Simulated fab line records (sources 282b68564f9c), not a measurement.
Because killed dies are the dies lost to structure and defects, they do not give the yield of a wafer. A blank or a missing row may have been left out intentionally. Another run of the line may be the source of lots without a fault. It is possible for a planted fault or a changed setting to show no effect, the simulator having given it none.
fab line records	flow rit_cmos
record: lots: 15	wafers: 45	last_day: 7
route steps=202 shown PWELL@48 PRETRO@73 GATE@92 NLDD@111 M1@202
lots that met no fault: taken from a fault-free run of the same line
start_h: hours from the record's first day to the start of the lot's first wafer shown	wait_h: how many hours have passed since the lot's step before this one	" unchanged from the row above	L1.1+2: one row covering several wafers at once	- no value, or no start was given	* or withheld: withheld	< > ~ a bound
route shown NAME@n: names a module that has steps shown in the file, with the first one's number in the route	usual: mean/standard deviation taken from wafers without a fault	same: alike in all rows	chamber/n: place in a boat	sites: each site's reading	_std_site: how widely they spread, as a standard deviation	_edge_site: outer sites' mean less inner sites'	radius_mm: for every site, how far away it sits from the centre of the wafer	mask NAME#n: copy n	behind: tool/chamber where the wafer was last shaped	hold: cause of the lot's hold/its duration in hours/its outcome	device: names the non-switching transistor (n, p or np)	end of line: tests run on the same wafers once the route is complete	a step given without rows: its recipe and nothing more	killed: dies lost to structure and defects at the first sort, not the wafer's yield	map: a wafer's dies, x killed, . not, _ none there
set.NAME: setting as actually run; set.NAME@STEP: the setting as run at that earlier step	model.NAME: the simulator's own value behind a step, which no gauge read
one table for each step of the route and one row for each wafer, over a sample of lots
services: a tool's chamber out of use, with start hour (start_h, from the record's first day; less than 0 if before it), hours out, and reason
== steps ==
step: RIT_PWELL_STRIP_09
recipe: chemistry: O2	time_s: 180	resist: NOVOLAK	platen_temp_c: withheld	power_w: 500	pressure_mtorr: 4000	o2_flow_sccm: 4000
usual: drypump_motor_current_A: 5.82/0.25
lot.wafer	tool	chamber	start_h	wait_h	drypump_motor_current_A	rf_hours_counter_h
L118.2	plasma_asher-03	1	29.01	0.1	5.95	38
L118.3	"	0	"	"	6.10	-
L118.5	"	1	"	"	5.97	-
L120.2	plasma_asher-02	0	39.90	0.1	6.00	24
L120.4	"	0	"	"	6.00	-
L120.5	"	0	"	"	6.00	-
L123.1	plasma_asher-04	1	53.73	0.1	5.78	43
L123.3	"	1	"	"	5.76	-
L123.5	"	0	"	"	5.75	-
L124.1	plasma_asher-04	0	59.32	0.1	5.76	44
L124.2	"	1	"	"	5.80	44
L124.6	"	0	"	"	5.75	-
L125.3	plasma_asher-03	1	62.94	0.1	6.00	-
L125.5	"	1	"	"	6.01	-
L125.6	"	0	"	"	6.11	-
L126.4	plasma_asher-02	0	67.46	0.1	5.98	-
L126.5	"	0	"	"	5.98	-
L126.6	"	1	"	"	5.33	-
L127.2	plasma_asher-04	1	78.14	0.1	5.81	46
L127.4	"	0	"	"	5.74	-
L127.5	"	0	"	"	5.73	-
L128.1	plasma_asher-02	0	79.04	0.1	6.02	28
L128.2	"	1	"	"	5.33	28
L128.5	"	0	"	"	6.00	-
L130.3	plasma_asher-03	1	87.70	0.1	5.99	-
L130.4	"	0	"	"	6.11	-
L130.5	"	1	"	"	6.01	-
L133.2	plasma_asher-03	1	103.69	0.1	5.94	47
L133.3	"	0	"	"	6.08	-
L133.6	"	1	"	"	6.00	-
L134.1	plasma_asher-04	1	107.32	0.1	5.79	49
L134.2	"	0	"	"	5.72	49
L134.6	"	0	"	"	5.71	-
L135.2	plasma_asher-02	0	112.55	0.2	6.03	32
L135.5	"	1	"	"	5.32	-
L135.6	"	0	"	"	6.02	-
L136.1	plasma_asher-03	0	117.92	0.1	6.08	49
L136.3	"	1	"	"	5.97	-
L136.5	"	0	"	"	6.10	-
L139.1	plasma_asher-03	0	133.46	0.1	6.09	50
L139.3	"	0	"	"	6.09	-
L139.4	"	1	"	"	5.99	-
L140.3	plasma_asher-02	0	139.50	0.1	6.01	-
L140.4	"	1	"	"	5.34	-
L140.6	"	1	"	"	5.34	-
step: RIT_PRETRO_STRIP_09
recipe: chemistry: O2	time_s: 180	resist: NOVOLAK	platen_temp_c: withheld	power_w: 500	pressure_mtorr: 4000	o2_flow_sccm: 4000
usual: drypump_motor_current_A: 5.7/0.31
lot.wafer	tool	chamber	start_h	wait_h	drypump_motor_current_A	rf_hours_counter_h
L118.2	plasma_asher-01	1	37.43	0.1	6.1	38
L118.3	"	1	"	"	6.1	-
L118.5	"	0	"	"	5.4	-
L120.2	plasma_asher-02	1	48.87	0.1	5.3	24
L120.4	"	0	"	"	6.0	-
L120.5	"	1	"	"	5.3	-
L123.1	plasma_asher-01	1	62.19	0.1	6.1	41
L123.3	"	1	"	"	6.1	-
L123.5	"	0	"	"	5.4	-
L124.1	plasma_asher-04	0	67.97	0.1	5.7	45
L124.2	"	1	"	"	5.8	45
L124.6	"	1	"	"	5.8	-
L125.3	plasma_asher-01	1	71.97	0.1	6.1	-
L125.5	"	1	"	"	6.1	-
L125.6	"	0	"	"	5.4	-
L126.4	plasma_asher-02	0	76.94	0.1	6.0	-
L126.5	"	0	"	"	6.0	-
L126.6	"	1	"	"	5.3	-
L127.2	plasma_asher-04	1	86.86	0.1	5.8	47
L127.4	"	0	"	"	5.7	-
L127.5	"	0	"	"	5.7	-
L128.1	plasma_asher-02	1	87.59	0.1	5.3	29
L128.2	"	0	"	"	6.0	29
L128.5	"	1	"	"	5.3	-
L130.3	plasma_asher-04	0	96.32	0.1	5.7	-
L130.4	"	1	"	"	5.8	-
L130.5	"	1	"	"	5.8	-
L133.2	plasma_asher-02	0	112.37	0.1	6.0	32
L133.3	"	1	"	"	5.3	-
L133.6	"	1	"	"	5.3	-
L134.1	plasma_asher-01	0	115.99	0.1	5.4	45
L134.2	"	1	"	"	6.1	45
L134.6	"	0	"	"	5.4	-
L135.2	plasma_asher-01	0	121.22	0.1	5.4	45
L135.5	"	0	"	"	5.4	-
L135.6	"	1	"	"	6.1	-
L136.1	plasma_asher-01	0	126.48	0.1	5.4	46
L136.3	"	0	"	"	5.4	-
L136.5	"	0	"	"	5.4	-
L139.1	plasma_asher-01	1	142.01	0.1	6.1	47
L139.3	"	1	"	"	6.1	-
L139.4	"	0	"	"	5.4	-
L140.3	plasma_asher-02	0	148.59	0.1	6.0	-
L140.4	"	1	"	"	5.3	-
L140.6	"	0	"	"	6.0	-
step: RIT_GATE_CD_MEAS_16
recipe: target_cd_nm: 150
usual: cd_nm: 150.4/2.4
lot.wafer	tool	chamber	start_h	wait_h	cd_nm
L118.2	cd_sem-01	-	45.34	-	150.0
L118.3	"	-	"	"	148.5
L118.5	"	-	"	"	148.4
L120.2	cd_sem-02	-	55.07	-	150.8
L120.4	"	-	"	"	153.3
L120.5	"	-	"	"	150.0
L123.1	cd_sem-02	-	67.12	-	147.3
L123.3	"	-	"	"	145.4
L123.5	"	-	"	"	147.2
L124.1	cd_sem-01	-	75.65	-	151.0
L124.2	"	-	"	"	151.7
L124.6	"	-	"	"	153.4
L125.3	cd_sem-02	-	77.44	-	150.1
L125.5	"	-	"	"	147.9
L125.6	"	-	"	"	149.6
L126.4	cd_sem-01	-	81.82	-	157.4
L126.5	"	-	"	"	154.8
L126.6	"	-	"	"	154.2
L127.2	cd_sem-02	-	91.70	-	152.1
L127.4	"	-	"	"	151.6
L127.5	"	-	"	"	152.1
L128.1	cd_sem-01	-	92.57	-	150.3
L128.2	"	-	"	"	148.3
L128.5	"	-	"	"	149.2
L130.3	cd_sem-01	-	101.46	-	151.4
L130.4	"	-	"	"	150.9
L130.5	"	-	"	"	151.2
L133.2	cd_sem-02	-	117.61	-	148.4
L133.3	"	-	"	"	153.2
L133.6	"	-	"	"	149.9
L134.1	cd_sem-01	-	121.14	-	152.4
L134.2	"	-	"	"	152.9
L134.6	"	-	"	"	149.4
L135.2	cd_sem-01	-	126.22	-	150.7
L135.5	"	-	"	"	148.0
L135.6	"	-	"	"	148.9
L136.1	cd_sem-02	-	133.17	-	145.7
L136.3	"	-	"	"	148.1
L136.5	"	-	"	"	145.3
L139.1	cd_sem-01	-	148.59	-	147.5
L139.3	"	-	"	"	149.1
L139.4	"	-	"	"	146.8
L140.3	cd_sem-02	-	156.15	-	154.3
L140.4	"	-	"	"	155.5
L140.6	"	-	"	"	153.0
step: RIT_NLDD_IMPLANT_08
recipe: species: P	energy_kev: 20	dose_cm2: 5e+14	tilt_deg: 7
usual: dose_ions_cm2: 4.999e+14/5.4e+11	faraday_current_uA: 1574/30
lot.wafer	tool	chamber	start_h	wait_h	dose_ions_cm2	faraday_current_uA
L118.2	implanter-04	0	51.61	0.1	5e+14	1550
L118.3	"	0	"	"	4.994e+14	1586
L118.5	"	0	"	"	5.001e+14	1561
L120.2	implanter-04	0	61.21	0.1	5.005e+14	1657
L120.4	"	0	"	"	4.996e+14	1589
L120.5	"	0	"	"	4.998e+14	1583
L123.1	implanter-04	0	72.32	0.1	4.998e+14	1595
L123.3	"	0	"	"	4.999e+14	1543
L123.5	"	0	"	"	4.995e+14	1611
L124.1	implanter-04	0	80.51	0.1	4.989e+14	1490
L124.2	"	0	"	"	4.994e+14	1585
L124.6	"	0	"	"	4.997e+14	1555
L125.3	implanter-03	0	82.58	0.1	4.992e+14	1577
L125.5	"	0	"	"	4.999e+14	1592
L125.6	"	0	"	"	5.002e+14	1590
L126.4	implanter-02	0	89.17	0.1	4.997e+14	1554
L126.5	"	0	"	"	5.002e+14	1587
L126.6	"	0	"	"	5.003e+14	1593
L127.2	implanter-04	0	96.64	0.1	4.997e+14	1597
L127.4	"	0	"	"	5.002e+14	1577
L127.5	"	0	"	"	5.006e+14	1621
L128.1	implanter-03	0	97.33	0.1	4.995e+14	1560
L128.2	"	0	"	"	4.997e+14	1557
L128.5	"	0	"	"	4.999e+14	1597
L130.3	implanter-04	0	106.43	0.1	4.995e+14	1512
L130.4	"	0	"	"	5.004e+14	1606
L130.5	"	0	"	"	4.998e+14	1583
L133.2	implanter-03	0	122.34	0.1	6.494e+14	2032
L133.3	"	0	"	"	6.503e+14	1987
L133.6	"	0	"	"	6.498e+14	2003
L134.1	implanter-04	0	126.48	0.1	5e+14	1607
L134.2	"	0	"	"	4.996e+14	1615
L134.6	"	0	"	"	5.003e+14	1575
L135.2	implanter-04	0	131.94	0.1	4.999e+14	1574
L135.5	"	0	"	"	4.999e+14	1539
L135.6	"	0	"	"	5.003e+14	1570
L136.1	implanter-03	0	138.05	0.1	6.513e+14	2045
L136.3	"	0	"	"	6.5e+14	2093
L136.5	"	0	"	"	6.502e+14	2035
L139.1	implanter-03	0	154.12	0.1	6.503e+14	2060
L139.3	"	0	"	"	6.501e+14	2039
L139.4	"	0	"	"	6.498e+14	2061
L140.3	implanter-04	0	161.97	0.1	5.004e+14	1562
L140.4	"	0	"	"	4.996e+14	1552
L140.6	"	0	"	"	5e+14	1575
step: RIT_NLDD_TW_MEAS_10
usual: NLDD_TW: 2508/13
lot.wafer	tool	chamber	start_h	wait_h	NLDD_TW
L118.2	film_metro-03	-	51.92	0.1	2487
L118.3	"	-	"	"	2502
L118.5	"	-	"	"	2509
L120.2	film_metro-02	-	61.52	0.1	2511
L120.4	"	-	"	"	2505
L120.5	"	-	"	"	2516
L123.1	film_metro-03	-	72.65	0.1	2485
L123.3	"	-	"	"	2507
L123.5	"	-	"	"	2491
L124.1	film_metro-02	-	80.84	0.1	2507
L124.2	"	-	"	"	2514
L124.6	"	-	"	"	2512
L125.3	film_metro-02	-	82.87	0.1	2511
L125.5	"	-	"	"	2523
L125.6	"	-	"	"	2518
L126.4	film_metro-02	-	89.45	0.1	2510
L126.5	"	-	"	"	2516
L126.6	"	-	"	"	2519
L127.2	film_metro-01	-	96.95	0.1	2521
L127.4	"	-	"	"	2535
L127.5	"	-	"	"	2532
L128.1	film_metro-02	-	97.65	0.1	2530
L128.2	"	-	"	"	2514
L128.5	"	-	"	"	2507
L130.3	film_metro-02	-	106.72	0.1	2499
L130.4	"	-	"	"	2517
L130.5	"	-	"	"	2496
L133.2	film_metro-03	-	122.65	0.1	2666
L133.3	"	-	"	"	2673
L133.6	"	-	"	"	2678
L134.1	film_metro-02	-	126.80	0.1	2505
L134.2	"	-	"	"	2513
L134.6	"	-	"	"	2520
L135.2	film_metro-02	-	132.25	0.1	2528
L135.5	"	-	"	"	2512
L135.6	"	-	"	"	2522
L136.1	film_metro-03	-	138.38	0.1	2681
L136.3	"	-	"	"	2667
L136.5	"	-	"	"	2661
L139.1	film_metro-01	-	154.45	0.1	2684
L139.3	"	-	"	"	2685
L139.4	"	-	"	"	2697
L140.3	film_metro-02	-	162.27	0.1	2515
L140.4	"	-	"	"	2488
L140.6	"	-	"	"	2490
step: RIT_SDANNEAL_RS_MEAS_07
recipe: thk_meas_gauge: four-point-probe
usual: NLDD_RS: 151.8/0.47
lot.wafer	tool	chamber	start_h	wait_h	NLDD_RS[ohm/sq]
L118.2	film_metro-03	-	59.86	0.1	151.8
L118.3	"	-	"	"	151.9
L118.5	"	-	"	"	150.9
L120.2	film_metro-01	-	69.48	0.1	151.4
L120.4	"	-	"	"	150.7
L120.5	"	-	"	"	151.7
L123.1	film_metro-03	-	80.28	0.1	151.5
L123.3	"	-	"	"	152.2
L123.5	"	-	"	"	151.7
L124.1	film_metro-01	-	89.05	0.1	151.6
L124.2	"	-	"	"	151.8
L124.6	"	-	"	"	152.2
L125.3	film_metro-02	-	90.77	0.1	151.7
L125.5	"	-	"	"	151.7
L125.6	"	-	"	"	151.9
L126.4	film_metro-02	-	97.38	0.1	151.5
L126.5	"	-	"	"	150.9
L126.6	"	-	"	"	151.5
L127.2	film_metro-01	-	105.10	0.1	151.7
L127.4	"	-	"	"	152.0
L127.5	"	-	"	"	151.9
L128.1	film_metro-01	-	106.24	0.1	152.1
L128.2	"	-	"	"	151.8
L128.5	"	-	"	"	151.8
L130.3	film_metro-01	-	115.50	0.1	152.6
L130.4	"	-	"	"	152.3
L130.5	"	-	"	"	152.4
L133.2	film_metro-02	-	130.65	0.1	122.5
L133.3	"	-	"	"	122.6
L133.6	"	-	"	"	122.8
L134.1	film_metro-02	-	134.80	0.1	152.3
L134.2	"	-	"	"	151.9
L134.6	"	-	"	"	151.8
L135.2	film_metro-03	-	140.41	0.1	151.4
L135.5	"	-	"	"	151.5
L135.6	"	-	"	"	151.9
L136.1	film_metro-03	-	146.40	0.1	122.4
L136.3	"	-	"	"	122.6
L136.5	"	-	"	"	122.0
L139.1	film_metro-03	-	162.24	0.1	122.7
L139.3	"	-	"	"	122.8
L139.4	"	-	"	"	123.0
L140.3	film_metro-01	-	170.01	0.1	151.4
L140.4	"	-	"	"	151.2
L140.6	"	-	"	"	150.7
step: RIT_M1_PROBE_99
usual: killed_at_M0_to_M3: 0.0/0.2	killed_at_contacts: 0.1/0.32	killed_at_front_end: 6.7/2.9	killed_dies: 6.8/2.9	killed_open: 3.3/1.7	killed_short: 3.4/2.1
same: gross_dies: 264	killed_at_M4_up: 0	killed_at_back_side: 0	killed_at_other: 0
lot.wafer	tool	chamber	start_h	wait_h	killed_at_M0_to_M3	killed_at_contacts	killed_at_front_end	killed_dies	killed_open	killed_short
L118.2	prober-01	-	68.72	0.1	0	0	5	5	3	2
L118.3	prober-01	-	68.77	0.2	0	0	10	10	6	4
L118.5	prober-01	-	68.87	0.2	0	0	7	7	1	6
L120.2	prober-01	-	76.54	0.1	0	0	11	11	4	7
L120.4	prober-01	-	76.64	0.2	0	0	8	8	4	4
L120.5	prober-01	-	76.69	0.2	0	0	5	5	2	3
L123.1	prober-02	-	87.53	0.1	0	1	3	4	3	1
L123.3	prober-02	-	87.63	0.2	0	0	10	10	7	3
L123.5	prober-02	-	87.73	0.2	0	0	4	4	2	2
L124.1	prober-01	-	96.93	0.1	0	0	4	4	3	1
L124.2	prober-01	-	96.98	0.1	0	0	6	6	4	2
L124.6	prober-01	-	97.18	0.2	0	0	6	6	3	3
L125.3	prober-02	-	98.53	0.2	0	0	6	6	4	2
L125.5	prober-02	-	98.63	0.2	0	0	10	10	4	6
L125.6	prober-02	-	98.68	0.2	0	2	10	12	2	10
L126.4	prober-01	-	104.34	0.2	0	0	7	7	1	6
L126.5	prober-01	-	104.39	0.2	0	0	8	8	5	3
L126.6	prober-01	-	104.44	0.2	0	0	7	7	5	2
L127.2	prober-02	-	112.83	0.1	0	0	10	10	2	8
L127.4	prober-02	-	112.93	0.2	0	0	5	5	3	2
L127.5	prober-02	-	112.98	0.2	0	0	7	7	4	3
L128.1	prober-01	-	113.67	0.1	0	0	3	3	2	1
L128.2	prober-01	-	113.72	0.1	0	0	11	11	3	6
L128.5	prober-01	-	113.87	0.2	0	0	7	7	4	3
L130.3	prober-01	-	122.94	0.2	0	0	6	6	2	4
L130.4	prober-01	-	122.99	0.2	0	0	4	4	0	4
L130.5	prober-01	-	123.04	0.2	0	0	8	8	3	5
L133.2	prober-02	-	140.25	0.1	0	0	9	9	6	2
L133.3	prober-02	-	140.30	0.2	0	0	5	5	3	2
L133.6	prober-02	-	140.45	0.2	0	0	10	10	4	6
L134.1	prober-01	-	143.88	0.1	0	0	6	6	3	3
L134.2	prober-01	-	143.93	0.1	0	0	13	13	5	8
L134.6	prober-01	-	144.13	0.2	0	0	11	11	3	8
L135.2	prober-02	-	150.71	0.1	0	1	8	9	2	7
L135.5	prober-02	-	150.86	0.2	0	0	4	4	2	2
L135.6	prober-02	-	150.91	0.2	0	0	8	8	5	3
L136.1	prober-01	-	154.34	0.1	1	0	6	7	2	4
L136.3	prober-01	-	154.44	0.2	0	0	9	9	3	6
L136.5	prober-01	-	154.54	0.2	1	0	8	9	5	4
L139.1	prober-02	-	169.43	0.1	0	0	3	3	1	2
L139.3	prober-02	-	169.53	0.2	0	0	4	4	3	1
L139.4	prober-02	-	169.58	0.2	0	0	7	7	5	2
L140.3	prober-01	-	177.24	0.2	0	0	6	6	4	2
L140.4	prober-01	-	177.29	0.2	0	0	3	3	2	1
L140.6	prober-01	-	177.39	0.2	0	0	7	7	2	5
killed by level:class
L118.2 SPACER:geometric_particle:open=2 GATE:geometric_particle:open=1 GATE:geometric_particle:short=1 SPACER:geometric_particle:short=1
L118.3 SPACER:geometric_particle:open=3 ACTIVE:geometric_particle:open=1 FOX1:geometric_particle:short=1 FOX1:geometric_particle:open=1 GATE:geometric_particle:open=1 GATE:geometric_particle:short=1 REOX:geometric_particle:short=1 SILICIDE:geometric_particle:short=1
L118.5 GATE:geometric_particle:short=3 FOX1:geometric_particle:short=2 SPACER:geometric_particle:open=1 SILICIDE:geometric_particle:short=1
L120.2 GATE:geometric_particle:short=5 GATE:geometric_particle:open=4 FOX1:geometric_particle:short=1 SPACER:geometric_particle:short=1
L120.4 GATE:geometric_particle:open=3 GATE:geometric_particle:short=2 SPACER:geometric_particle:short=2 SILICIDE:geometric_particle:open=1
L120.5 GATE:geometric_particle:open=2 GATE:geometric_particle:short=2 REOX:geometric_particle:short=1
L123.1 GATE:geometric_particle:short=1 GATE:geometric_particle:open=1 SILICIDE:geometric_particle:open=1 CONTACT:geometric_particle:open=1
L123.3 GATE:geometric_particle:open=5 GATE:geometric_particle:short=2 REOX:geometric_particle:open=1 REOX:geometric_particle:short=1 SPACER:geometric_particle:open=1
L123.5 GATE:geometric_particle:short=2 FOX1:geometric_particle:open=1 SPACER:geometric_particle:open=1
L124.1 GATE:geometric_particle:open=3 FOX2:geometric_particle:short=1
L124.2 GATE:geometric_particle:open=2 FOX1:geometric_particle:open=1 FOX1:geometric_particle:short=1 SPACER:geometric_particle:short=1 SPACER:geometric_particle:open=1
L124.6 FOX1:geometric_particle:short=1 REOX:geometric_particle:open=1 SPACER:geometric_particle:open=1 SPACER:geometric_particle:short=1 SILICIDE:geometric_particle:short=1 SILICIDE:geometric_particle:open=1
L125.3 FOX2:geometric_particle:open=1 GATE:geometric_particle:short=1 REOX:geometric_particle:open=1 SPACER:geometric_particle:short=1 SPACER:geometric_particle:open=1 SILICIDE:geometric_particle:open=1
L125.5 SPACER:geometric_particle:short=4 GATE:geometric_particle:short=2 SPACER:geometric_particle:open=2 REOX:geometric_particle:open=1 SILICIDE:geometric_particle:open=1
L125.6 REOX:geometric_particle:short=3 SPACER:geometric_particle:short=3 FOX1:geometric_particle:short=1 GATE:geometric_particle:short=1 REOX:geometric_particle:open=1 SILICIDE:geometric_particle:short=1 CONTACT:geometric_particle:open=1 CONTACT:geometric_particle:short=1
L126.4 FOX2:geometric_particle:short=2 FOX1:geometric_particle:short=1 GATE:geometric_particle:short=1 GATE:geometric_particle:open=1 SPACER:geometric_particle:short=1 SILICIDE:geometric_particle:short=1
L126.5 FOX1:geometric_particle:open=1 FOX1:geometric_particle:short=1 FOX2:geometric_particle:short=1 FOX2:geometric_particle:open=1 GATE:geometric_particle:open=1 REOX:geometric_particle:open=1 REOX:geometric_particle:short=1 SILICIDE:geometric_particle:open=1
L126.6 GATE:geometric_particle:open=3 FOX1:geometric_particle:open=1 REOX:geometric_particle:short=1 SPACER:geometric_particle:open=1 SILICIDE:geometric_particle:short=1
L127.2 GATE:geometric_particle:short=5 FOX2:geometric_particle:short=3 GATE:geometric_particle:open=1 SILICIDE:geometric_particle:open=1
L127.4 FOX1:geometric_particle:open=2 GATE:geometric_particle:short=2 SILICIDE:geometric_particle:open=1
L127.5 GATE:geometric_particle:short=2 GATE:geometric_particle:open=2 SILICIDE:geometric_particle:open=2 FOX1:geometric_particle:short=1
L128.1 REOX:geometric_particle:open=2 FOX1:geometric_particle:short=1
L128.2 GATE:geometric_particle:short=2 REOX:geometric_particle:short=2 NRETRO:coat_microbubble_printed=2 FOX1:geometric_particle:short=1 FOX2:geometric_particle:open=1 GATE:geometric_particle:open=1 REOX:geometric_particle:open=1 SPACER:geometric_particle:short=1
L128.5 FOX1:geometric_particle:open=2 FOX1:geometric_particle:short=1 GATE:geometric_particle:short=1 REOX:geometric_particle:short=1 REOX:geometric_particle:open=1 SILICIDE:geometric_particle:open=1
L130.3 GATE:geometric_particle:short=2 REOX:geometric_particle:short=2 FOX2:geometric_particle:open=1 SILICIDE:geometric_particle:open=1
L130.4 FOX1:geometric_particle:short=2 GATE:geometric_particle:short=1 SPACER:geometric_particle:short=1
L130.5 GATE:geometric_particle:short=2 FOX1:geometric_particle:short=1 FOX1:geometric_particle:open=1 FOX2:geometric_particle:short=1 FOX2:geometric_particle:open=1 GATE:geometric_particle:open=1 SPACER:geometric_particle:short=1
L133.2 GATE:geometric_particle:open=3 FOX1:geometric_particle:open=1 GATE:geometric_particle:short=1 REOX:geometric_particle:short=1 REOX:geometric_particle:open=1 SPACER:geometric_particle:open=1 NLDD:coat_microbubble_printed=1
L133.3 GATE:geometric_particle:open=2 FOX1:geometric_particle:short=1 GATE:geometric_particle:short=1 SILICIDE:geometric_particle:open=1
L133.6 SPACER:geometric_particle:short=3 SILICIDE:geometric_particle:open=2 FOX1:geometric_particle:short=1 GATE:geometric_particle:open=1 REOX:geometric_particle:short=1 SPACER:geometric_particle:open=1 SILICIDE:geometric_particle:short=1
L134.1 SPACER:geometric_particle:open=2 FOX2:geometric_particle:short=1 GATE:geometric_particle:short=1 REOX:geometric_particle:open=1 SILICIDE:geometric_particle:short=1
L134.2 FOX1:geometric_particle:short=3 SILICIDE:geometric_particle:open=2 FOX2:geometric_particle:open=2 GATE:geometric_particle:short=2 SPACER:geometric_particle:short=2 SPACER:geometric_particle:open=1 SILICIDE:geometric_particle:short=1
L134.6 FOX2:geometric_particle:short=2 FOX2:geometric_particle:open=2 SPACER:geometric_particle:short=2 SILICIDE:geometric_particle:short=2 FOX1:geometric_particle:short=1 GATE:geometric_particle:short=1 GATE:geometric_particle:open=1
L135.2 GATE:geometric_particle:short=2 SILICIDE:geometric_particle:short=2 SILICIDE:geometric_particle:open=2 FOX2:geometric_particle:short=1 SPACER:geometric_particle:short=1 CONTACT:geometric_particle:short=1
L135.5 REOX:geometric_particle:short=2 GATE:geometric_particle:open=1 SPACER:geometric_particle:open=1
L135.6 GATE:geometric_particle:open=3 FOX1:geometric_particle:open=1 FOX2:geometric_particle:short=1 REOX:geometric_particle:open=1 REOX:geometric_particle:short=1 SPACER:geometric_particle:short=1
L136.1 FOX2:geometric_particle:short=2 GATE:geometric_particle:short=2 GATE:geometric_particle:open=1 FOX2:geometric_particle:open=1 M1:coat_microbubble_printed=1
L136.3 FOX1:geometric_particle:short=2 GATE:geometric_particle:short=2 FOX1:geometric_particle:open=1 FOX2:geometric_particle:short=1 GATE:geometric_particle:open=1 SPACER:geometric_particle:open=1 SILICIDE:geometric_particle:short=1
L136.5 FOX2:geometric_particle:short=2 SILICIDE:geometric_particle:open=2 FOX2:geometric_particle:open=1 GATE:geometric_particle:open=1 GATE:geometric_particle:short=1 SPACER:geometric_particle:open=1 M1:geometric_particle:short=1
L139.1 FOX1:geometric_particle:short=1 GATE:geometric_particle:short=1 GATE:geometric_particle:open=1
L139.3 REOX:geometric_particle:open=2 FOX1:geometric_particle:open=1 SILICIDE:geometric_particle:short=1
L139.4 FOX1:geometric_particle:open=1 SPACER:geometric_particle:open=1 FOX2:geometric_particle:open=1 GATE:geometric_particle:open=1 GATE:geometric_particle:short=1 REOX:geometric_particle:open=1 SILICIDE:geometric_particle:short=1
L140.3 SPACER:geometric_particle:open=2 FOX2:geometric_particle:open=1 GATE:geometric_particle:short=1 REOX:geometric_particle:open=1 SPACER:geometric_particle:short=1
L140.4 FOX2:geometric_particle:open=1 REOX:geometric_particle:short=1 SPACER:geometric_particle:open=1
L140.6 FOX1:geometric_particle:short=3 FOX2:geometric_particle:open=1 GATE:geometric_particle:short=1 SPACER:geometric_particle:open=1 SILICIDE:geometric_particle:short=1
== services ==
tool	chamber	start_h	hours	kind
implanter-02	-	18.75	2.9	repair
plasma_asher-02	-	33.23	0.7	repair
plasma_asher-01	-	74.94	15.6	pm
implanter-04	-	94.89	1.3	repair
plasma_asher-01	-	106.05	2.8	repair
plasma_asher-04	-	108.81	9.0	pm
plasma_asher-04	0	108.81	9.0	vent_cycle
plasma_asher-04	1	108.81	9.0	vent_cycle
plasma_asher-02	-	116.39	3.3	repair
implanter-04	-	117.44	5.2	pm
plasma_asher-04	0	117.81	-	clean
plasma_asher-04	1	117.81	-	clean
implanter-02	-	119.42	4.1	repair
implanter-04	-	136.31	2.5	pm
plasma_asher-04	-	153.94	2.8	pm
== key ==
first_sign: step: RIT_NLDD_IMPLANT_08	reading: dose_ions_cm2	direction: up	sigmas: 99+	usual: 4.999e+14	struck: 6.501e+14
effect: step: RIT_NLDD_IMPLANT_08	reading: faraday_current_uA	direction: up	sigmas: 16	usual: 1574	struck: 2039
effect: step: RIT_NLDD_TW_MEAS_10	reading: NLDD_TW	direction: up	sigmas: 13	usual: 2508	struck: 2677
effect: step: RIT_SDANNEAL_RS_MEAS_07	reading: NLDD_RS	direction: down	sigmas: 62	usual: 151.8	struck: 122.6
met_at RIT_NLDD_IMPLANT_08
struck_lots L133,L136,L139
tester_left_out L133,L136,L139
not_acting_at RIT_PWELL_STRIP_09,RIT_PRETRO_STRIP_09,RIT_GATE_CD_MEAS_16
onset_between 97.33 122.34
fault: kind: process_parameter_drift	tool: implanter-03	chamber: -	onset_h: 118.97	steps: RIT_NLDD_IMPLANT_08	channel: dose_cm2	offset: 1.5e+14	shape: step	end_h: 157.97	acts_in: these_recipes_only	stated: 5e+14
tester_left_out: of these lots the tester's yield and bins aren't shown, on N5 and GAA mostly nor the transistor test; their killed dies are dies lost to structure and defects alone, not to doping, threshold or leakage, so they don't give the yield
